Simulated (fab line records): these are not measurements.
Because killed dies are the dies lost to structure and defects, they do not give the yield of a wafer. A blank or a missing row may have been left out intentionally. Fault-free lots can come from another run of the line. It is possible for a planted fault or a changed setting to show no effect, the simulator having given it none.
fab line records | flow berkeleyCmos170
record lots=14 | wafers=42 | lastDay=12
route steps=331 shown ZERO@12 NWELL@30 NSD@197 CONTACT@217
lots that met no fault: from a run of the same line without faults
startH: hours from the record's first day to the start of the lot's first wafer shown | waitH: hours since the lot's step before | " repeats the value in the row above | L1.1+2: several wafers, shown together as one row | - no value, or no start given | * or withheld: withheld | < > ~ a bound
route shown NAME@n: NAME is a module with steps in the file, n the number in the route of the first one | usual: mean/standard deviation of fault-free wafers | same: alike in all rows | chamber/n: place in a boat | sites: per-site readings | _std_site: standard deviation of those values | _edge_site: inner sites' mean taken away from outer sites' mean | radiusMm: for every site, how far away it sits from the centre of the wafer | mask NAME#n: copy n | behind: the most recent tool/chamber to have shaped the wafer | hold: cause of the lot's hold/its duration in hours/its outcome | device: transistor that didn't switch, given as n, p or np | end of line: tests run on the same wafers once the route is complete | a step given without rows: its recipe and nothing more | killed: dies that structure and defects cost at the first sort, which is not the same as the wafer's yield | map: shows each die of a wafer: x if killed, . if not, _ if none is there
set.NAME: setting as actually run; set.NAME@STEP: the setting as run at that earlier step | model.NAME: the simulator's own value behind a step, which no gauge read
a sample of lots followed through the steps of the route, with each step as a table and each wafer as a row
services: the hour from which a tool's chamber was out of use, counted from the record's first day as startH (under 0 if before that day), plus the number of hours and why
## steps
# step UCB170_ZERO_ETCH_06
# recipe chemistry=CHF3/CF4/Ar | target=SiO2 | timeS=12 | pressureMtorr=100 | rfW=500 | CHF3_flow_sccm=50 | cf4FlowSccm=10 | Ar_flow_sccm=120 | overEtchFrac=1.58
# usual drypumpMotorCurrentA=5.7/0.4 | oesProductAu=0.618/0.01 | rfFwdPowerW=491.9/1.8 | throttleValvePct=9.34/0.1
lot.wafer | tool       | chamber | startH | waitH | drypumpMotorCurrentA | oesProductAu | rfFwdPowerW | rfHoursCounterH | throttleValvePct
L907.1    | rieDiel-01 | 2       | 22.73  | -     | 5.2                  | 0.623        | 489.7       | 53              | 9.23
L907.2    | "          | 1       | "      | "     | 5.3                  | 0.620        | 493.3       | 95              | 9.38
L907.5    | "          | 1       | "      | "     | 5.3                  | 0.626        | 492.0       | -               | 9.40
L908.1    | rieDiel-04 | 1       | 29.33  | -     | 6.2                  | 0.629        | 493.9       | 4               | 9.23
L908.5    | "          | 3       | "      | "     | 5.3                  | 0.618        | 491.8       | -               | 9.43
L908.6    | "          | 2       | "      | "     | 5.9                  | 0.606        | 493.3       | -               | 9.40
L909.3    | rieDiel-04 | 0       | 33.50  | -     | 6.3                  | 0.602        | 490.6       | 12              | 9.36
L909.5    | "          | 2       | "      | "     | 5.9                  | 0.602        | 491.8       | -               | 9.42
L909.6    | "          | 1       | "      | "     | 6.2                  | 0.641        | 491.7       | -               | 9.25
L910.2    | rieDiel-02 | 3       | 35.05  | -     | 5.0                  | 0.625        | 490.2       | 7               | 9.43
L910.4    | "          | 0       | "      | "     | 5.5                  | 0.602        | 493.0       | 21              | 9.37
L910.5    | "          | 2       | "      | "     | 5.8                  | 0.621        | 490.5       | -               | 9.56
L911.3    | rieDiel-01 | 0       | 45.46  | -     | 5.7                  | 0.618        | 493.5       | 17              | 9.30
L911.5    | "          | 3       | "      | "     | 6.1                  | 0.632        | 487.6       | -               | 9.26
L911.6    | "          | 2       | "      | "     | 5.2                  | 0.608        | 490.9       | -               | 9.26
L915.1    | rieDiel-01 | 2       | 68.39  | -     | 5.2                  | 0.619        | 490.8       | 56              | 9.22
L915.5    | "          | 0       | "      | "     | 5.7                  | 0.619        | 491.9       | -               | 9.29
L915.6    | "          | 1       | "      | "     | 5.3                  | 0.633        | 493.4       | -               | 9.36
L916.1    | rieDiel-02 | 1       | 68.64  | -     | 5.9                  | 0.613        | 494.4       | 133             | 9.17
L916.5    | "          | 0       | "      | "     | 5.5                  | 0.614        | 493.2       | -               | 9.39
L916.6    | "          | 3       | "      | "     | 5.0                  | 0.626        | 490.3       | -               | 9.44
L917.1    | rieDiel-02 | 2       | 72.23  | -     | 5.8                  | 0.631        | 490.1       | 50              | 9.57
L917.3    | "          | 3       | "      | "     | 5.0                  | 0.621        | 487.9       | 8               | 9.45
L917.5    | "          | 3       | "      | "     | 5.0                  | 0.620        | 490.4       | -               | 9.43
L918.3    | rieDiel-01 | 0       | 72.35  | -     | 5.7                  | 0.623        | 492.9       | 19              | 9.27
L918.4    | "          | 1       | "      | "     | 5.3                  | 0.626        | 492.9       | 98              | 9.39
L918.5    | "          | 1       | "      | "     | 5.3                  | 0.622        | 493.3       | -               | 9.37
L920.2    | rieDiel-04 | 3       | 86.74  | -     | 5.2                  | 0.613        | 491.6       | 105             | 9.44
L920.3    | "          | 0       | "      | "     | 6.3                  | 0.609        | 493.5       | 16              | 9.33
L920.6    | "          | 1       | "      | "     | 6.2                  | 0.627        | 495.3       | -               | 9.21
L922.3    | rieDiel-02 | 1       | 97.62  | -     | 5.9                  | 0.614        | 493.2       | 134             | 9.17
L922.5    | "          | 3       | "      | "     | 5.0                  | 0.632        | 491.9       | -               | 9.43
L922.6    | "          | 2       | "      | "     | 5.8                  | 0.626        | 491.1       | -               | 9.57
L923.1    | rieDiel-04 | 3       | 97.90  | -     | 5.2                  | 0.612        | 494.6       | 106             | 9.43
L923.2    | "          | 2       | "      | "     | 5.9                  | 0.607        | 489.9       | 5               | 9.42
L923.5    | "          | 1       | "      | "     | 6.2                  | 0.626        | 496.0       | -               | 9.22
L929.1    | rieDiel-04 | 1       | 130.90 | -     | 6.2                  | 0.634        | 494.1       | 10              | 9.22
L929.2    | "          | 2       | "      | "     | 5.9                  | 0.607        | 490.0       | 6               | 9.40
L929.4    | "          | 3       | "      | "     | 5.2                  | 0.612        | 493.9       | 108             | 9.44
L930.3    | rieDiel-01 | 0       | 133.35 | -     | 5.7                  | 0.621        | 494.7       | 22              | 9.29
L930.4    | "          | 1       | "      | "     | 5.3                  | 0.626        | 492.6       | 101             | 9.39
L930.6    | "          | 0       | "      | "     | 5.7                  | 0.624        | 492.5       | -               | 9.31
# step UCB170_NWELL_TW_MEAS_16
# usual NWELL_TW=1252/11
lot.wafer | tool         | chamber | startH | waitH | NWELL_TW
L907.1    | filmMetro-01 | -       | 39.25  | 0.1   | 1264
L907.2    | "            | -       | "      | "     | 1259
L907.5    | "            | -       | "      | "     | 1261
L908.1    | filmMetro-03 | -       | 39.31  | 0.1   | 1268
L908.5    | "            | -       | "      | "     | 1257
L908.6    | "            | -       | "      | "     | 1258
L909.3    | filmMetro-03 | -       | 61.73  | 0.1   | 1270
L909.5    | "            | -       | "      | "     | 1264
L909.6    | "            | -       | "      | "     | 1270
L910.2    | filmMetro-02 | -       | 61.94  | 0.1   | 1243
L910.4    | "            | -       | "      | "     | 1250
L910.5    | "            | -       | "      | "     | 1238
L911.3    | filmMetro-02 | -       | 71.26  | 0.1   | 1248
L911.5    | "            | -       | "      | "     | 1247
L911.6    | "            | -       | "      | "     | 1247
L916.1    | filmMetro-02 | -       | 82.13  | 0.1   | 1240
L916.5    | "            | -       | "      | "     | 1241
L916.6    | "            | -       | "      | "     | 1237
L915.1    | filmMetro-01 | -       | 82.37  | 0.1   | 1247
L915.5    | "            | -       | "      | "     | 1244
L915.6    | "            | -       | "      | "     | 1249
L917.1    | filmMetro-03 | -       | 88.01  | 0.1   | 1262
L917.3    | "            | -       | "      | "     | 1267
L917.5    | "            | -       | "      | "     | 1261
L918.3    | filmMetro-03 | -       | 88.30  | 0.1   | 1258
L918.4    | "            | -       | "      | "     | 1260
L918.5    | "            | -       | "      | "     | 1263
L920.2    | filmMetro-02 | -       | 100.51 | 0.1   | 1247
L920.3    | "            | -       | "      | "     | 1241
L920.6    | "            | -       | "      | "     | 1249
L923.1    | filmMetro-01 | -       | 114.61 | 0.1   | 1250
L923.2    | "            | -       | "      | "     | 1250
L923.5    | "            | -       | "      | "     | 1255
L922.3    | filmMetro-03 | -       | 114.74 | 0.1   | 1260
L922.5    | "            | -       | "      | "     | 1267
L922.6    | "            | -       | "      | "     | 1267
L929.1    | filmMetro-02 | -       | 145.16 | 0.1   | 1234
L929.2    | "            | -       | "      | "     | 1240
L929.4    | "            | -       | "      | "     | 1237
L930.3    | filmMetro-02 | -       | 148.15 | 0.1   | 1234
L930.4    | "            | -       | "      | "     | 1235
L930.6    | "            | -       | "      | "     | 1235
# step UCB170_NSD_TW_MEAS_10
# usual NSD_TW=4174/41
lot.wafer | tool         | chamber | startH | waitH | NSD_TW
L908.1    | filmMetro-01 | -       | 167.79 | 0.1   | 4239
L908.5    | "            | -       | "      | "     | 4236
L908.6    | "            | -       | "      | "     | 4200
L907.1    | filmMetro-02 | -       | 168.18 | 0.1   | 4205
L907.2    | "            | -       | "      | "     | 4167
L907.5    | "            | -       | "      | "     | 4162
L911.3    | filmMetro-04 | -       | 194.56 | 0.1   | 4151
L911.5    | "            | -       | "      | "     | 4125
L911.6    | "            | -       | "      | "     | 4120
L909.3    | filmMetro-02 | -       | 194.92 | 0.1   | 4147
L909.5    | "            | -       | "      | "     | 4164
L909.6    | "            | -       | "      | "     | 4137
L910.2    | filmMetro-04 | -       | 194.95 | 0.1   | 4142
L910.4    | "            | -       | "      | "     | 4124
L910.5    | "            | -       | "      | "     | 4142
L916.1    | filmMetro-01 | -       | 195.14 | 0.1   | 4229
L916.5    | "            | -       | "      | "     | 4217
L916.6    | "            | -       | "      | "     | 4230
L915.1    | filmMetro-04 | -       | 195.21 | 0.1   | 4107
L915.5    | "            | -       | "      | "     | 4136
L915.6    | "            | -       | "      | "     | 4126
L918.3    | filmMetro-04 | -       | 208.39 | 0.1   | 4137
L918.4    | "            | -       | "      | "     | 4132
L918.5    | "            | -       | "      | "     | 4132
L917.1    | filmMetro-02 | -       | 208.57 | 0.1   | 4094
L917.3    | "            | -       | "      | "     | 4131
L917.5    | "            | -       | "      | "     | 4170
L920.2    | filmMetro-01 | -       | 234.37 | 0.1   | 4210
L920.3    | "            | -       | "      | "     | 4226
L920.6    | "            | -       | "      | "     | 4209
L923.1    | filmMetro-04 | -       | 234.86 | 0.1   | 4193
L923.2    | "            | -       | "      | "     | 4161
L923.5    | "            | -       | "      | "     | 4169
L922.3    | filmMetro-04 | -       | 235.15 | 0.1   | 4175
L922.5    | "            | -       | "      | "     | 4175
L922.6    | "            | -       | "      | "     | 4174
L929.1    | filmMetro-01 | -       | 262.13 | 0.1   | 4190
L929.2    | "            | -       | "      | "     | 4203
L929.4    | "            | -       | "      | "     | 4200
L930.3    | filmMetro-01 | -       | 264.43 | 0.1   | 4245
L930.4    | "            | -       | "      | "     | 4261
L930.6    | "            | -       | "      | "     | 4270
# step UCB170_CONTACT_CVD_01
# recipe material=PSG | targetThkNm=700 | tempC=450 | precursor=SiH4/O2/PH3 | timeS=2820 | pressureMtorr=300 | sih4FlowSccm=60 | o2FlowSccm=90 | ph3FlowSccm=25
# usual o2FlowSccm=90.0/0.31 | pressureMtorr=299.9/0.59
lot.wafer | tool     | chamber | startH | waitH | o2FlowSccm | pressureMtorr
L908.1    | lpcvd-02 | 1       | 171.84 | 0.0   | 89.7       | 299.5
L908.5    | "        | 1       | "      | "     | 90.2       | 300.0
L908.6    | "        | 1       | "      | "     | 89.7       | 299.8
L907.1    | lpcvd-01 | 0       | 171.96 | 0.0   | 90.1       | 300.2
L907.2    | "        | 0       | "      | "     | 90.5       | 299.9
L907.5    | "        | 0       | "      | "     | 90.4       | 300.8
L909.3    | lpcvd-01 | 0       | 199.11 | 1.5   | 90.0       | 300.6
L909.5    | "        | 0       | "      | "     | 90.2       | 300.0
L909.6    | "        | 0       | "      | "     | 89.9       | 299.7
L910.2    | lpcvd-01 | 1       | 199.11 | 1.1   | 90.4       | 299.8
L910.4    | "        | 1       | "      | "     | 90.1       | 300.4
L910.5    | "        | 1       | "      | "     | 90.0       | 299.7
L911.3    | lpcvd-01 | 1       | 199.11 | 1.6   | 89.9       | 299.8
L911.5    | "        | 1       | "      | "     | 90.0       | 300.2
L911.6    | "        | 1       | "      | "     | 90.3       | 299.1
L915.1    | lpcvd-01 | 0       | 199.11 | 0.8   | 89.9       | 299.5
L915.5    | "        | 0       | "      | "     | 89.8       | 300.2
L915.6    | "        | 0       | "      | "     | 89.8       | 298.9
L916.1    | lpcvd-01 | 0       | 199.11 | 0.7   | 90.4       | 299.7
L916.5    | "        | 0       | "      | "     | 89.6       | 300.1
L916.6    | "        | 0       | "      | "     | 89.8       | 300.1
L917.1    | lpcvd-02 | 0       | 212.96 | 0.2   | 90.3       | 299.9
L917.3    | "        | 0       | "      | "     | 90.2       | 299.7
L917.5    | "        | 0       | "      | "     | 89.8       | 300.6
L918.3    | lpcvd-02 | 0       | 212.96 | 0.2   | 90.0       | 300.2
L918.4    | "        | 0       | "      | "     | 90.1       | 299.0
L918.5    | "        | 0       | "      | "     | 89.9       | 300.3
L920.2    | lpcvd-01 | 1       | 236.60 | 0.0   | 90.2       | 298.9
L920.3    | "        | 1       | "      | "     | 90.3       | 300.0
L920.6    | "        | 1       | "      | "     | 90.4       | 300.2
L923.1    | lpcvd-02 | 0       | 237.50 | 0.0   | 89.7       | 450.5
L923.2    | "        | 0       | "      | "     | 89.7       | 449.8
L923.5    | "        | 0       | "      | "     | 90.5       | 450.0
L922.3    | lpcvd-02 | 0       | 239.29 | 1.4   | 90.0       | 449.1
L922.5    | "        | 0       | "      | "     | 90.0       | 449.5
L922.6    | "        | 0       | "      | "     | 89.6       | 449.9
L929.1    | lpcvd-01 | 0       | 265.35 | 1.1   | 89.6       | 300.7
L929.2    | "        | 0       | "      | "     | 90.0       | 300.5
L929.4    | "        | 0       | "      | "     | 89.8       | 300.5
L930.3    | lpcvd-01 | 1       | 267.14 | 0.1   | 89.6       | 299.8
L930.4    | "        | 1       | "      | "     | 89.7       | 299.4
L930.6    | "        | 1       | "      | "     | 89.8       | 300.2
# step UCB170_CONTACT_THK_MEAS_02
# recipe reads=PSG_of_CONTACT_CVD_01
# usual CONTACT_PSG_THK=698/6.4
lot.wafer | tool         | chamber | startH | waitH | hold                    | CONTACT_PSG_THK[nm]
L908.1    | filmMetro-02 | -       | 173.62 | 0.0   | -                       | 694
L908.5    | "            | -       | "      | "     | -                       | 692
L908.6    | "            | -       | "      | "     | -                       | 692
L907.1    | filmMetro-02 | -       | 173.75 | 0.0   | -                       | 707
L907.2    | "            | -       | "      | "     | -                       | 708
L907.5    | "            | -       | "      | "     | -                       | 704
L911.3    | filmMetro-02 | -       | 200.91 | 0.0   | -                       | 691
L911.5    | "            | -       | "      | "     | -                       | 693
L911.6    | "            | -       | "      | "     | -                       | 693
L910.2    | filmMetro-04 | -       | 200.92 | 0.0   | -                       | 695
L910.4    | "            | -       | "      | "     | -                       | 692
L910.5    | "            | -       | "      | "     | -                       | 691
L916.1    | filmMetro-03 | -       | 200.97 | 0.1   | -                       | 691
L916.5    | "            | -       | "      | "     | -                       | 685
L916.6    | "            | -       | "      | "     | -                       | 686
L909.3    | filmMetro-02 | -       | 200.97 | 0.1   | -                       | 700
L909.5    | "            | -       | "      | "     | -                       | 702
L909.6    | "            | -       | "      | "     | -                       | 705
L915.1    | filmMetro-02 | -       | 201.01 | 0.1   | -                       | 694
L915.5    | "            | -       | "      | "     | -                       | 697
L915.6    | "            | -       | "      | "     | -                       | 698
L917.1    | filmMetro-03 | -       | 215.63 | 0.0   | -                       | 692
L917.3    | "            | -       | "      | "     | -                       | 695
L917.5    | "            | -       | "      | "     | -                       | 692
L918.3    | filmMetro-04 | -       | 215.65 | 0.0   | -                       | 694
L918.4    | "            | -       | "      | "     | -                       | 699
L918.5    | "            | -       | "      | "     | -                       | 696
L920.2    | filmMetro-02 | -       | 238.40 | 0.0   | -                       | 705
L920.3    | "            | -       | "      | "     | -                       | 706
L920.6    | "            | -       | "      | "     | -                       | 707
L923.1    | filmMetro-04 | -       | 239.29 | 0.0   | awaitDispo/0.2h/release | 863
L923.2    | "            | -       | "      | "     | awaitDispo/0.2h/release | 864
L923.5    | "            | -       | "      | "     | awaitDispo/0.2h/release | 861
L923.1    | filmMetro-04 | -       | 239.51 | 0.2   | -                       | 864
L923.2    | "            | -       | "      | "     | -                       | 864
L923.5    | "            | -       | "      | "     | -                       | 860
L922.3    | filmMetro-02 | -       | 241.09 | 0.0   | awaitDispo/0.2h/release | 863
L922.5    | "            | -       | "      | "     | awaitDispo/0.2h/release | 862
L922.6    | "            | -       | "      | "     | awaitDispo/0.2h/release | 864
L922.3    | filmMetro-02 | -       | 241.32 | 0.2   | -                       | 863
L922.5    | "            | -       | "      | "     | -                       | 862
L922.6    | "            | -       | "      | "     | -                       | 864
L929.1    | filmMetro-02 | -       | 267.14 | 0.0   | -                       | 695
L929.2    | "            | -       | "      | "     | -                       | 689
L929.4    | "            | -       | "      | "     | -                       | 698
L930.3    | filmMetro-03 | -       | 268.94 | 0.0   | -                       | 702
L930.4    | "            | -       | "      | "     | -                       | 703
L930.6    | "            | -       | "      | "     | -                       | 707
# step UCB170_CONTACT_ETCH_18
# recipe chemistry=CHF3/CF4/Ar | target=PSG | stopOn=TiSi2 | CHF3_flow_sccm=45 | cf4FlowSccm=15 | Ar_flow_sccm=150 | pressureMtorr=200 | rfW=700 | targetDepthA=8400 | overEtchFrac=0.2 | timeS=195
# usual drypumpMotorCurrentA=5.6/0.43 | oesProductAu=0.890/0.015 | rfFwdPowerW=697.9/2 | throttleValvePct=6.98/0.078
lot.wafer | tool       | chamber | startH | waitH | drypumpMotorCurrentA | oesProductAu | rfFwdPowerW | rfHoursCounterH | throttleValvePct
L908.1    | rieDiel-03 | 0       | -      | -     | 5.0                  | 0.888        | 696.2       | 16              | 6.94
L908.5    | "          | 1       | "      | "     | 5.8                  | 0.861        | 698.7       | -               | 7.02
L908.6    | "          | 0       | "      | "     | 5.0                  | 0.889        | 695.8       | -               | 6.93
L907.1    | rieDiel-01 | 0       | -      | -     | 5.7                  | 0.899        | 699.4       | 24              | 6.98
L907.2    | "          | 3       | "      | "     | 6.1                  | 0.918        | 694.2       | 123             | 6.94
L907.5    | "          | 3       | "      | "     | 6.1                  | 0.911        | 695.8       | -               | 6.97
L911.3    | rieDiel-01 | 0       | -      | -     | 5.7                  | 0.891        | 700.1       | 25              | 6.97
L911.5    | "          | 0       | "      | "     | 5.7                  | 0.894        | 699.3       | -               | 6.98
L911.6    | "          | 2       | "      | "     | 5.2                  | 0.893        | 695.4       | -               | 6.93
L910.2    | rieDiel-03 | 2       | -      | -     | 5.1                  | 0.898        | 697.2       | 121             | 7.03
L910.4    | "          | 0       | "      | "     | 5.0                  | 0.888        | 694.7       | 17              | 6.93
L910.5    | "          | 2       | "      | "     | 5.1                  | 0.901        | 697.2       | -               | 7.05
L909.3    | rieDiel-04 | 2       | -      | -     | 5.9                  | 0.882        | 702.2       | 10              | 7.06
L909.5    | "          | 2       | "      | "     | 5.9                  | 0.885        | 700.1       | -               | 7.05
L909.6    | "          | 1       | "      | "     | 6.2                  | 0.910        | 700.8       | -               | 6.92
L916.1    | rieDiel-03 | 2       | -      | -     | 5.1                  | 0.905        | 700.1       | 121             | 7.04
L916.5    | "          | 3       | "      | "     | 5.7                  | 0.879        | 700.0       | -               | 6.79
L916.6    | "          | 0       | "      | "     | 5.0                  | 0.876        | 697.2       | -               | 6.94
L915.1    | rieDiel-04 | 0       | -      | -     | 6.3                  | 0.870        | 701.4       | 22              | 7.02
L915.5    | "          | 2       | "      | "     | 5.9                  | 0.875        | 697.0       | -               | 7.06
L915.6    | "          | 3       | "      | "     | 5.3                  | 0.878        | 701.7       | -               | 7.09
L918.3    | rieDiel-01 | 0       | -      | -     | 5.7                  | 0.893        | 702.4       | 26              | 6.99
L918.4    | "          | 3       | "      | "     | 6.1                  | 0.907        | 695.5       | 125             | 6.95
L918.5    | "          | 2       | "      | "     | 5.2                  | 0.884        | 696.2       | -               | 6.94
L917.1    | rieDiel-03 | 3       | -      | -     | 5.7                  | 0.883        | 698.9       | 57              | 6.81
L917.3    | "          | 2       | "      | "     | 5.1                  | 0.905        | 697.9       | 122             | 7.04
L917.5    | "          | 2       | "      | "     | 5.1                  | 0.894        | 697.0       | -               | 7.03
L920.2    | rieDiel-03 | 1       | -      | -     | 5.8                  | 0.880        | 699.4       | 17              | 7.00
L920.3    | "          | 3       | "      | "     | 5.7                  | 0.899        | 699.5       | 58              | 6.80
L920.6    | "          | 0       | "      | "     | 5.0                  | 0.899        | 697.4       | -               | 6.93
L922.3    | rieDiel-04 | 0       | -      | -     | 6.3                  | 0.970        | 699.3       | 24              | 7.02
L922.5    | "          | 0       | "      | "     | 6.3                  | 0.973        | 698.2       | -               | 7.01
L922.6    | "          | 3       | "      | "     | 5.2                  | 0.997        | 698.3       | -               | 7.10
L923.1    | rieDiel-04 | 1       | -      | -     | 6.2                  | 0.998        | 697.7       | 14              | 6.90
L923.2    | "          | 2       | "      | "     | 5.9                  | 0.962        | 698.0       | 13              | 7.04
L923.5    | "          | 3       | "      | "     | 5.3                  | 0.989        | 700.5       | -               | 7.09
L929.1    | rieDiel-04 | 2       | -      | -     | 5.9                  | 0.878        | 695.5       | 14              | 7.07
L929.2    | "          | 3       | "      | "     | 5.2                  | 0.880        | 699.5       | 116             | 7.08
L929.4    | "          | 0       | "      | "     | 6.3                  | 0.875        | 697.4       | 26              | 7.01
L930.3    | rieDiel-01 | 0       | -      | -     | 5.7                  | 0.897        | 699.3       | 29              | 6.97
L930.4    | "          | 1       | "      | "     | 5.3                  | 0.904        | 700.4       | 108             | 7.05
L930.6    | "          | 2       | "      | "     | 5.2                  | 0.908        | 696.1       | -               | 6.93
## services
tool       | chamber | startH | hours | kind
rieDiel-01 | 1       | -0.71  | 5.0   | repair
rieDiel-01 | 0       | 15.61  | 8.4   | repair
rieDiel-02 | 3       | 17.92  | 16.2  | repair
lpcvd-01   | -       | 48.54  | 14.6  | pm
rieDiel-03 | 1       | 49.71  | 4.1   | repair
rieDiel-04 | 2       | 62.20  | 3.0   | repair
rieDiel-02 | 3       | 112.35 | 8.7   | repair
rieDiel-03 | 0       | 113.68 | 22.1  | repair
rieDiel-02 | 1       | 144.01 | 3.3   | repair
rieDiel-02 | -       | 154.18 | 2.8   | pm
lpcvd-01   | -       | 154.94 | 4.3   | pm
rieDiel-03 | 3       | 158.50 | 6.4   | repair
rieDiel-04 | 0       | 159.40 | 3.2   | repair
rieDiel-02 | 3       | 163.72 | 9.1   | repair
rieDiel-01 | -       | 177.25 | 1.1   | repair
lpcvd-01   | -       | 187.86 | 2.8   | pm
rieDiel-04 | 2       | 191.99 | 2.7   | repair
lpcvd-02   | -       | 200.15 | 0.9   | repair
rieDiel-01 | 1       | 202.67 | 4.7   | repair
rieDiel-04 | 1       | 210.17 | 17.9  | repair
rieDiel-01 | 3       | 230.81 | 1.5   | repair
rieDiel-04 | 1       | 232.11 | 2.4   | repair
rieDiel-03 | 2       | 233.31 | 20.6  | repair
rieDiel-04 | -       | 254.49 | 0.5   | repair
## key
firstSign step=UCB170_CONTACT_CVD_01 | reading=pressureMtorr | direction=up | sigmas=99+ | usual=299.9 | struck=449.8
effect step=UCB170_CONTACT_THK_MEAS_02 | reading=visit | direction=added
effect step=UCB170_CONTACT_THK_MEAS_02 | reading=CONTACT_PSG_THK | direction=up | sigmas=26 | usual=698 | struck=863
effect step=UCB170_CONTACT_ETCH_18 | reading=oesProductAu | direction=up | sigmas=6.2 | usual=0.890 | struck=0.981
metAt UCB170_CONTACT_CVD_01
struckLots L922,L923
struckWafers L922.3,L922.5,L922.6,L923.1,L923.2,L923.5
laterRowsLeftOut L922.3,L922.5,L923.1,L923.2,L923.5
sortLeftOut L922.3,L922.5,L922.6,L923.1,L923.2,L923.5
testerLeftOut L922,L923
notActingAt UCB170_ZERO_ETCH_06,UCB170_NWELL_TW_MEAS_16,UCB170_NSD_TW_MEAS_10
fault kind=processParameterDrift | tool=lpcvd-02 | chamber=0 | onsetH=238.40 | steps=UCB170_CONTACT_CVD_01 | channel=pressureMtorr | offset=150 | shape=step | endH=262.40 | actsIn=theseRecipesOnly | stated=300
# testerLeftOut: of these lots the tester's yield and bins aren't shown, on N5 and GAA mostly nor the transistor test; their killed dies are dies lost to structure and defects alone, not to doping, threshold or leakage, so they don't give the yield
# sortLeftOut: the simulated sort isn't trusted on such a fault, so these wafers' sort isn't shown, and their yield isn't known
# laterRowsLeftOut: the simulator's readings of these wafers behind a module that went badly wrong aren't trusted and aren't shown, but for the sort
